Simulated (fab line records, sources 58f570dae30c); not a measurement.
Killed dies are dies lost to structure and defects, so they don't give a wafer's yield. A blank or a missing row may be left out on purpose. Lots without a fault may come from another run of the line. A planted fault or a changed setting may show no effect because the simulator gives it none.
fab line records | flow berkeley_cmos170
record lots=6 wafers=18 last_day=14
route steps=331 shown V2@302 M3@309
lots that met no fault: from a run of the same line without faults
start_h: hours from the record's first day to the start of the lot's first wafer shown | wait_h: hours since the lot's step before | " the same as in the row above | L1.1+2: a row that stands for several wafers | - no value, or no start given | * or withheld: withheld | < > ~ a bound
route shown NAME@n: a module of which the file shows steps, and the number in the route of the first | usual: mean/standard deviation of fault-free wafers | same: alike in all rows | chamber/n: place in a boat | sites: the reading at each site | _std_site: their standard deviation | _edge_site: outer sites' mean less inner sites' | radius_mm: how far each site lies from the wafer's centre | mask NAME#n: copy n | behind: the tool/chamber that last shaped the wafer | hold: why the lot was held/for how many hours/how that ended | device: the transistor (n, p or np) that didn't switch | end of line: the same wafers' tests at the end of the route | a step without rows: its recipe alone | killed: dies lost to structure and defects at the first sort, not the wafer's yield | map: a wafer's dies, x killed, . not, _ none there
set.NAME: the setting as run; set.NAME@STEP: as run at that earlier step | model.NAME: the simulator's own value behind a step, which no gauge read
lots at some steps of the route; a table a step, a row a wafer
services: from which hour (start_h, from the record's first day; less than 0 if before it) a tool's chamber was out of use, for how many hours, and why
## steps
# step UCB170_V2_PEB_10
# recipe peb_temp_c=130 peb_time_s=withheld resist=KrF
# step UCB170_V2_DEVELOP_11
# recipe developer=TMAH develop_time_s=45 resist=KrF dev_temp_c=21
# step UCB170_V2_CD_MEAS_12
# recipe target_cd_nm=700
# usual cd_nm=699.8/1.2
# columns lot.wafer tool chamber start_h wait_h cd_nm
L412.2 cd_sem-01 - 205.99 - 699.4
L412.3 " - " " 700.5
L412.6 " - " " 699.0
L416.2 cd_sem-01 - 219.70 - 700.3
L416.3 " - " " 699.0
L416.4 " - " " 699.9
L424.2 cd_sem-01 - 282.70 - 700.4
L424.4 " - " " 701.6
L424.5 " - " " 700.1
L427.2 cd_sem-02 - 290.37 - 697.4
L427.3 " - " " 698.6
L427.6 " - " " 698.6
L431.1 cd_sem-02 - 315.84 - 700.6
L431.3 " - " " 700.5
L431.4 " - " " 699.3
L430.1 cd_sem-01 - 327.39 - 700.6
L430.3 " - " " 701.6
L430.6 " - " " 701.4
# step UCB170_V2_OVL_MEAS_13
# usual V2_OVL=1/5.4
# columns lot.wafer tool chamber start_h wait_h V2_OVL[nm]
L412.2 overlay-01 - 206.09 0.1 8
L412.3 " - " " 2
L412.6 " - " " 8
L416.2 overlay-01 - 219.80 0.1 5
L416.3 " - " " 4
L416.4 " - " " 8
L424.2 overlay-01 - 282.81 0.1 0
L424.4 " - " " 6
L424.5 " - " " -2
L427.2 overlay-02 - 290.47 0.1 -4
L427.3 " - " " -4
L427.6 " - " " -6
L431.1 overlay-01 - 315.96 0.1 7
L431.3 " - " " 5
L431.4 " - " " 6
L430.1 overlay-02 - 327.51 0.1 5
L430.3 " - " " 3
L430.6 " - " " 2
# step UCB170_V2_ETCH_14
# recipe chemistry=CHF3/CF4/Ar target=SiO2 stop_on=Al CHF3_flow_sccm=45 cf4_flow_sccm=15 Ar_flow_sccm=150 pressure_mtorr=200 rf_w=700 target_depth_a=12500 over_etch_frac=0.25 time_s=291
# usual chamber_pressure_mTorr=199.99/0.2 drypump_motor_current_A=5.6/0.43 oes_product_au=0.869/0.017 throttle_valve_pct=6.98/0.1
# same time_s=291
# columns lot.wafer tool chamber start_h wait_h chamber_pressure_mTorr drypump_motor_current_A oes_product_au rf_hours_counter_h throttle_valve_pct
L412.2 rie_diel-01 1 206.12 0.0 199.98 5.1 0.880 26 6.92
L412.3 " 0 " " 199.98 5.4 0.853 90 7.01
L412.6 " 0 " " 199.59 5.4 0.851 - 7.00
L416.2 rie_diel-01 3 219.83 0.0 199.80 6.2 0.857 62 6.81
L416.3 " 0 " " 200.57 5.4 0.857 91 7.02
L416.4 " 1 " " 200.03 5.1 0.873 - 6.95
L424.2 rie_diel-04 1 282.84 0.0 200.08 6.0 0.879 21 7.05
L424.4 " 3 " " 199.82 5.2 0.858 19 6.82
L424.5 " 3 " " 200.31 5.2 0.852 - 6.83
L427.2 rie_diel-01 2 290.50 0.0 200.27 6.0 0.857 3 7.10
L427.3 " 1 " " 200.03 5.1 0.889 30 6.94
L427.6 " 0 " " 200.17 5.4 0.841 - 6.99
L431.1 rie_diel-01 0 316.00 0.0 199.61 5.4 0.855 95 6.98
L431.3 " 2 " " 200.27 6.0 0.864 4 7.12
L431.4 " 3 " " 199.90 6.2 0.854 65 6.80
L430.1 rie_diel-04 2 327.55 0.0 200.42 4.9 0.863 124 7.12
L430.3 " 0 " " 200.43 6.0 0.911 40 6.94
L430.6 " 1 " " 200.06 6.0 0.879 - 7.04
# step UCB170_V2_STRIP_15
# recipe chemistry=O2 power_w=400 pressure_mtorr=3500 platen_temp_c=withheld o2_flow_sccm=400 overash_fraction=0.5
# usual chamber_pressure_mTorr=3500/3.3 drypump_motor_current_A=5.7/0.3 oes_product_au=0.721/0.0044 strip_time_to_endpoint_s=15.29/0.1
# columns lot.wafer tool chamber start_h wait_h chamber_pressure_mTorr drypump_motor_current_A oes_product_au rf_hours_counter_h strip_time_to_endpoint_s
L412.2 plasma_asher-01 1 206.30 0.1 3501 5.9 0.725 8 15.35
L412.3 " 1 " " 3504 5.9 0.723 - 15.38
L412.6 " 0 " " 3501 5.8 0.725 - 15.42
L416.2 plasma_asher-04 0 220.01 0.1 3501 5.7 0.726 48 15.29
L416.3 " 0 " " 3501 5.7 0.720 - 15.28
L416.4 " 1 " " 3498 5.1 0.721 - 15.26
L424.2 plasma_asher-03 0 283.02 0.1 3497 6.1 0.714 57 15.20
L424.4 " 1 " " 3498 5.4 0.719 - 15.22
L424.5 " 0 " " 3499 6.1 0.717 - 15.19
L427.2 plasma_asher-04 0 290.68 0.1 3505 5.7 0.726 54 15.48
L427.3 " 1 " " 3499 5.1 0.718 - 15.33
L427.6 " 0 " " 3505 5.7 0.720 - 15.39
L431.1 plasma_asher-03 1 316.17 0.1 3499 5.4 0.716 62 15.32
L431.3 " 0 " " 3500 6.0 0.726 - 15.35
L431.4 " 1 " " 3500 5.4 0.718 - 15.35
L430.1 plasma_asher-03 0 327.73 0.1 3503 6.1 0.722 64 15.16
L430.3 " 0 " " 3498 6.1 0.717 - 15.19
L430.6 " 0 " " 3501 6.1 0.725 - 15.22
# step UCB170_V2_CD_MEAS_90
# recipe target_cd_nm=700
# usual cd_nm=700.0/1.3
# columns lot.wafer tool chamber start_h wait_h cd_nm
L412.2 cd_sem-02 - 206.42 0.1 699.9
L412.3 " - " " 700.5
L412.6 " - " " 699.0
L416.2 cd_sem-01 - 220.13 0.1 700.2
L416.3 " - " " 699.1
L416.4 " - " " 700.7
L424.2 cd_sem-01 - 283.14 0.1 700.5
L424.4 " - " " 701.3
L424.5 " - " " 700.3
L427.2 cd_sem-02 - 290.80 0.1 697.0
L427.3 " - " " 699.1
L427.6 " - " " 698.0
L431.1 cd_sem-01 - 316.27 0.1 699.7
L431.3 " - " " 700.5
L431.4 " - " " 700.4
L430.1 cd_sem-02 - 327.83 0.1 700.8
L430.3 " - " " 701.5
L430.6 " - " " 702.0
# step UCB170_M3_PRE_CLEAN_00
# recipe gas=Ar preclean_etch_time_s=60
# step UCB170_M3_SPUTTER_01
# recipe material=Al target_thk_nm=900 time_s=120 power_w=6000 chamber_pressure_pa=0.5
# usual throttle_valve_pct=30.3/0.92
# same time_s=120
# columns lot.wafer tool chamber start_h wait_h throttle_valve_pct
L412.2 pvd_sputter-04 - 206.59 0.0 31.7
L412.3 " - " " 29.3
L412.6 " - " " 31.4
L416.2 pvd_sputter-01 - 220.30 0.0 28.3
L416.3 " - " " 30.5
L416.4 " - " " 29.9
L424.2 pvd_sputter-01 - 283.31 0.0 29.9
L424.4 " - " " 30.1
L424.5 " - " " 30.4
L427.2 pvd_sputter-02 - 290.97 0.0 30.4
L427.3 " - " " 31.5
L427.6 " - " " 30.3
L431.1 pvd_sputter-04 - 316.46 0.0 30.1
L431.3 " - " " 31.6
L431.4 " - " " 29.3
L430.1 pvd_sputter-02 - 328.01 0.0 29.5
L430.3 " - " " 30.4
L430.6 " - " " 29.3
# step UCB170_M3_RS_MEAS_02
# recipe thk_meas_gauge=four-point-probe reads=Al_of_M3_SPUTTER_01
# usual M3_AL_RS=0.0321/0.00034
# columns lot.wafer tool chamber start_h wait_h M3_AL_RS[ohm/sq]
L412.2 film_metro-01 - 206.69 0.1 0.0321
L412.3 " - " " 0.0319
L412.6 " - " " 0.0322
L416.2 film_metro-03 - 220.40 0.1 0.0325
L416.3 " - " " 0.0326
L416.4 " - " " 0.0326
L424.2 film_metro-02 - 283.41 0.1 0.0318
L424.4 " - " " 0.0318
L424.5 " - " " 0.0320
L427.2 film_metro-03 - 291.08 0.1 0.0321
L427.3 " - " " 0.0323
L427.6 " - " " 0.0327
L431.1 film_metro-02 - 316.54 0.0 0.0319
L431.3 " - " " 0.0320
L431.4 " - " " 0.0317
L430.1 film_metro-03 - 328.10 0.0 0.0319
L430.3 " - " " 0.0318
L430.6 " - " " 0.0319
# step UCB170_M3_THK_MEAS_03
# recipe thk_meas_gauge=xrf reads=Al_of_M3_SPUTTER_01
# usual M3_AL_THK=904/10
# columns lot.wafer tool chamber start_h wait_h M3_AL_THK[nm]
L412.2 film_metro-01 - 206.80 0.1 903
L412.3 " - " " 916
L412.6 " - " " 903
L416.2 film_metro-03 - 220.51 0.1 890
L416.3 " - " " 889
L416.4 " - " " 884
L424.2 film_metro-02 - 283.52 0.1 909
L424.4 " - " " 907
L424.5 " - " " 897
L427.2 film_metro-03 - 291.19 0.1 907
L427.3 " - " " 898
L427.6 " - " " 889
L431.1 film_metro-02 - 316.66 0.1 908
L431.3 " - " " 904
L431.4 " - " " 917
L430.1 film_metro-03 - 328.22 0.1 917
L430.3 " - " " 916
L430.6 " - " " 912
# step UCB170_M3_HMDS_04
# recipe prime_time_s=60 prime_temp_c=100
# step UCB170_M3_COAT_05
# recipe resist=KrF spin_rpm=1500 resist_thk_nm=900
# usual dispense_pressure_kPa=51.1/2.6 exhaust_pa=45.1/0.94
# columns lot.wafer tool chamber start_h wait_h dispense_pressure_kPa exhaust_pa model.KrF_of_M3_COAT_05.thk_nm
L412.2 litho_track-04 0 207.03 0.1 53.6 44.1 896
L412.3 " 0 " " 53.6 43.8 896.9
L412.6 " 0 " " 53.6 44.5 899.2
L416.2 litho_track-02 0 220.73 0.1 51.1 45.4 901.9
L416.3 " 0 " " 51.2 46.8 900.5
L416.4 " 0 " " 51.1 45.0 900.4
L424.2 litho_track-02 0 283.75 0.1 51.2 45.7 933.2
L424.4 " 0 " " 51.2 46.3 933.4
L424.5 " 0 " " 51.2 44.6 933.4
L427.2 litho_track-02 0 292.60 0.1 51.2 44.2 934.5
L427.3 " 0 " " 51.1 43.2 936.1
L427.6 " 0 " " 51.2 43.7 935.6
L431.1 litho_track-04 0 317.40 0.1 53.6 44.7 897.5
L431.3 " 0 " " 53.6 45.8 898.6
L431.4 " 0 " " 53.6 44.6 895.4
L430.1 litho_track-01 0 329.44 0.1 45.9 46.8 899.6
L430.3 " 0 " " 46.0 46.6 898.7
L430.6 " 0 " " 45.9 44.5 898.7
# step UCB170_M3_SOFTBAKE_06
# recipe resist=KrF temp_c=130 time_s=60
# step UCB170_M3_STRIP_07
# recipe chemistry=O2 power_w=400 pressure_mtorr=3500 platen_temp_c=withheld o2_flow_sccm=400 overash_fraction=0.5
# usual chamber_pressure_mTorr=3500/3.3 drypump_motor_current_A=5.6/0.35 oes_product_au=0.735/0.0042 strip_time_to_endpoint_s=21.96/0.066
# columns lot.wafer tool chamber start_h wait_h chamber_pressure_mTorr drypump_motor_current_A oes_product_au rf_hours_counter_h strip_time_to_endpoint_s
L412.2 plasma_asher-02 0 207.30 0.1 3503 6.0 0.732 40 21.88
L412.3 " 1 " " 3501 5.3 0.737 - 21.89
L412.6 " 0 " " 3499 6.0 0.740 - 21.96
L416.2 plasma_asher-02 0 221.01 0.1 3497 6.0 0.729 42 22.01
L416.3 " 0 " " 3497 6.0 0.733 - 21.97
L416.4 " 1 " " 3503 5.3 0.731 - 21.97
L424.2 plasma_asher-02 1 284.02 0.1 3494 5.3 0.729 47 22.76
L424.4 " 0 " " 3498 6.0 0.739 - 22.75
L424.5 " 0 " " 3496 6.0 0.740 - 22.78
L427.2 plasma_asher-03 1 292.87 0.1 3503 5.5 0.727 58 22.81
L427.3 " 1 " " 3502 5.5 0.737 - 22.83
L427.6 " 1 " " 3498 5.5 0.740 - 22.82
L431.1 plasma_asher-03 1 317.70 0.1 3499 5.5 0.735 62 21.90
L431.3 " 0 " " 3499 6.1 0.731 - 21.93
L431.4 " 1 " " 3503 5.5 0.740 - 21.86
L430.1 plasma_asher-03 0 329.74 0.1 3498 6.1 0.727 64 21.97
L430.3 " 1 " " 3502 5.5 0.737 - 21.93
L430.6 " 0 " " 3498 6.1 0.730 - 21.93
# step UCB170_M3_STRIP_08
# recipe chemistry=DMSO temp_c=80 time_s=600 material=KrF
## services
# columns tool chamber start_h hours kind
rie_diel-04 - 193.65 14.6 pm
rie_diel-01 2 209.79 - clean
rie_diel-01 2 209.79 11.9 scheduled_down
rie_diel-01 2 209.79 11.9 vent_cycle
rie_diel-04 - 216.55 0.1 repair
plasma_asher-04 - 223.59 4.0 repair
pvd_sputter-02 - 235.58 0.9 repair
plasma_asher-02 - 244.02 3.9 repair
pvd_sputter-02 - 275.11 13.3 repair
rie_diel-01 3 278.20 22.2 repair
pvd_sputter-02 - 285.30 3.2 repair
plasma_asher-04 - 296.41 9.4 repair
plasma_asher-04 - 307.30 20.6 repair
## key
first_sign step=UCB170_M3_STRIP_07 reading=strip_time_to_endpoint_s direction=up sigmas=13 usual=* struck=*
effect none on later readings
model_effect step=UCB170_M3_COAT_05 value=KrF_of_M3_COAT_05.thk_nm without=897.6 struck=934.4
met_at UCB170_M3_COAT_05
struck_wafers L424.2,L424.4,L424.5,L427.2,L427.3,L427.6
sort_left_out L424.2,L424.4,L424.5
onset_between 220.73 283.75
fault kind=process_parameter_drift tool=litho_track-02 chamber=- onset_h=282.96 steps=UCB170_M3_COAT_05 channel=resist_thk_nm offset=* shape=step end_h=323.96 acts_in=* stated=*
# sort_left_out: the simulated sort isn't trusted on such a fault, so these wafers' sort isn't shown, and their yield isn't known
